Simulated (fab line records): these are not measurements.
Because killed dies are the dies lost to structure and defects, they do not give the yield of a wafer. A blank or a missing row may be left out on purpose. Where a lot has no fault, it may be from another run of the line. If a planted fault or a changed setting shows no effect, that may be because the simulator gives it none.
Split-lot trial :: flow rit_cmos :: 5 lots, 23 wafers read, on a route of 202 steps

## ABOUT THE SPLIT
At RIT_PWELL_IMPLANT_08, the setting dose_cm2 was moved away from the recipe's 7e+13 on 4 of the 23 wafers read, by -6.0% to -4.3%. All remaining wafers had this setting at the recipe value.

## FROM THE SPLIT TO THE READING: what the file shows between them, 3 steps
- RIT_PWELL_STRIP_09: strips in O2, time 180 s
- RIT_PWELL_TW_MEAS_10
- RIT_WELLDRIVE_ANNEAL_00: time 14700 s

## THE READING
PWELL_RS (ohm/sq), read at RIT_WELLDRIVE_RS_MEAS_02 with a four-point probe. Typical for fault-free wafers on this fab line: 430.4 ohm/sq, with standard deviation 1.4 ohm/sq.

wafer: L075.2
tool, chamber at the split: implanter-02, 0
dose_cm2 as run: 7e+13
against the recipe: recipe
PWELL_RS, ohm/sq: 431.9
against lot-mates on the recipe: -

wafer: L075.3
tool, chamber at the split: implanter-02, 0
dose_cm2 as run: 7e+13
against the recipe: recipe
PWELL_RS, ohm/sq: 432.7
against lot-mates on the recipe: -

wafer: L075.4
tool, chamber at the split: implanter-02, 0
dose_cm2 as run: 6.7e+13
against the recipe: -4.3%
PWELL_RS, ohm/sq: 444.5
against lot-mates on the recipe: +12.7

wafer: L075.5
tool, chamber at the split: implanter-02, 0
dose_cm2 as run: 7e+13
against the recipe: recipe
PWELL_RS, ohm/sq: 430.8
against lot-mates on the recipe: -

wafer: L075.6
tool, chamber at the split: implanter-02, 0
dose_cm2 as run: 6.7e+13
against the recipe: -4.3%
PWELL_RS, ohm/sq: 443.8
against lot-mates on the recipe: +12.0

wafer: L077.1
tool, chamber at the split: implanter-02, 0
dose_cm2 as run: 7e+13
against the recipe: recipe
PWELL_RS, ohm/sq: 430.2
against lot-mates on the recipe: -

wafer: L077.2
tool, chamber at the split: implanter-02, 0
dose_cm2 as run: 7e+13
against the recipe: recipe
PWELL_RS, ohm/sq: 428.3
against lot-mates on the recipe: -

wafer: L077.3
tool, chamber at the split: implanter-02, 0
dose_cm2 as run: 7e+13
against the recipe: recipe
PWELL_RS, ohm/sq: 428.0
against lot-mates on the recipe: -

wafer: L077.4
tool, chamber at the split: implanter-02, 0
dose_cm2 as run: 7e+13
against the recipe: recipe
PWELL_RS, ohm/sq: 427.4
against lot-mates on the recipe: -

wafer: L077.6
tool, chamber at the split: implanter-02, 0
dose_cm2 as run: 7e+13
against the recipe: recipe
PWELL_RS, ohm/sq: 427.9
against lot-mates on the recipe: -

wafer: L079.1
tool, chamber at the split: implanter-04, 0
dose_cm2 as run: 7e+13
against the recipe: recipe
PWELL_RS, ohm/sq: 429.9
against lot-mates on the recipe: -

wafer: L079.3
tool, chamber at the split: implanter-04, 0
dose_cm2 as run: 7e+13
against the recipe: recipe
PWELL_RS, ohm/sq: 430.6
against lot-mates on the recipe: -

wafer: L079.5
tool, chamber at the split: implanter-04, 0
dose_cm2 as run: 7e+13
against the recipe: recipe
PWELL_RS, ohm/sq: 430.1
against lot-mates on the recipe: -

wafer: L080.1
tool, chamber at the split: implanter-04, 0
dose_cm2 as run: 7e+13
against the recipe: recipe
PWELL_RS, ohm/sq: 433.5
against lot-mates on the recipe: -

wafer: L080.3
tool, chamber at the split: implanter-04, 0
dose_cm2 as run: 7e+13
against the recipe: recipe
PWELL_RS, ohm/sq: 431.9
against lot-mates on the recipe: -

wafer: L080.4
tool, chamber at the split: implanter-04, 0
dose_cm2 as run: 7e+13
against the recipe: recipe
PWELL_RS, ohm/sq: 432.1
against lot-mates on the recipe: -

wafer: L080.5
tool, chamber at the split: implanter-04, 0
dose_cm2 as run: 7e+13
against the recipe: recipe
PWELL_RS, ohm/sq: 431.5
against lot-mates on the recipe: -

wafer: L080.6
tool, chamber at the split: implanter-04, 0
dose_cm2 as run: 7e+13
against the recipe: recipe
PWELL_RS, ohm/sq: 432.1
against lot-mates on the recipe: -

wafer: L082.2
tool, chamber at the split: implanter-02, 0
dose_cm2 as run: 7e+13
against the recipe: recipe
PWELL_RS, ohm/sq: 428.5
against lot-mates on the recipe: -

wafer: L082.3
tool, chamber at the split: implanter-02, 0
dose_cm2 as run: 7e+13
against the recipe: recipe
PWELL_RS, ohm/sq: 428.9
against lot-mates on the recipe: -

wafer: L082.4
tool, chamber at the split: implanter-02, 0
dose_cm2 as run: 6.58e+13
against the recipe: -6.0%
PWELL_RS, ohm/sq: 445.1
against lot-mates on the recipe: +16.3

wafer: L082.5
tool, chamber at the split: implanter-02, 0
dose_cm2 as run: 6.58e+13
against the recipe: -6.0%
PWELL_RS, ohm/sq: 446.4
against lot-mates on the recipe: +17.6

wafer: L082.6
tool, chamber at the split: implanter-02, 0
dose_cm2 as run: 7e+13
against the recipe: recipe
PWELL_RS, ohm/sq: 429.1
against lot-mates on the recipe: -

THE FIT
A straight line over all 23 wafers: PWELL_RS changes by -2.79 ohm/sq for each +1% of dose_cm2; r = -0.95; the points scatter about the line by 1.8 ohm/sq.
The same after taking each lot's own level away (the mean of its wafers on the recipe; 23 wafers): -2.84 ohm/sq for each +1%; r = -0.99; scatter 0.7 ohm/sq.
On that fit, the largest move of dose_cm2 shifts the reading by 17 ohm/sq.
Across the lots, their own levels run from 428.36 to 432.22 ohm/sq, a range of 2.8 times the standard deviation given above.
Consequently the slope shifts little with the lot-to-lot level, the two slopes agreeing.
Check: +17.4 ohm/sq against its lot-mates is what the line predicts for one of the wafers moved furthest among these (-6.0%) when that wafer is left out of the fit. Against them it came out at +16.3 ohm/sq.

## ADDITIONAL SPLITS CARRIED BY THESE WAFERS
These wafers also went through other splits before the reading. Each is held against what the fit with the lots' levels taken away leaves over:
other split on the same wafers: RIT_ACTIVE_CVD_03 sih2cl2_flow_sccm
wafers away from the commonest value: 18
r with PWELL_RS (lot level and that fit taken away): +0.03

other split on the same wafers: RIT_ACTIVE_DEVELOP_10 develop_time_s
wafers away from the commonest value: 10
r with PWELL_RS (lot level and that fit taken away): +0.13

other split on the same wafers: RIT_ACTIVE_ETCH_13 rf_w
wafers away from the commonest value: 5
r with PWELL_RS (lot level and that fit taken away): +0.05

other split on the same wafers: RIT_FOX1_OXIDATION_00 temp_c
wafers away from the commonest value: 15
r with PWELL_RS (lot level and that fit taken away): -0.03

other split on the same wafers: RIT_NWELL_IMPLANT_08 energy_kev
wafers away from the commonest value: 5
r with PWELL_RS (lot level and that fit taken away): +0.13

other split on the same wafers: RIT_PWELL_COAT_01 spin_rpm
wafers away from the commonest value: 10
r with PWELL_RS (lot level and that fit taken away): +0.40

## THE WHOLE CHAIN: every reading that the file lists as answering this split, in the file's order
step: RIT_PWELL_TW_MEAS_10
what it does: 
reading: PWELL_TW
change (the file's fit): +2.46 for each +1% of the setting
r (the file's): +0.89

step: RIT_WELLDRIVE_RS_MEAS_02
what it does: measures by four-point-probe
reading: PWELL_RS
change (the file's fit): -2.84 for each +1% of the setting
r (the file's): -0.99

## FILE'S OWN FIT
PWELL_RS changes by -2.84 ohm/sq for each +1% of dose_cm2, r = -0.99.
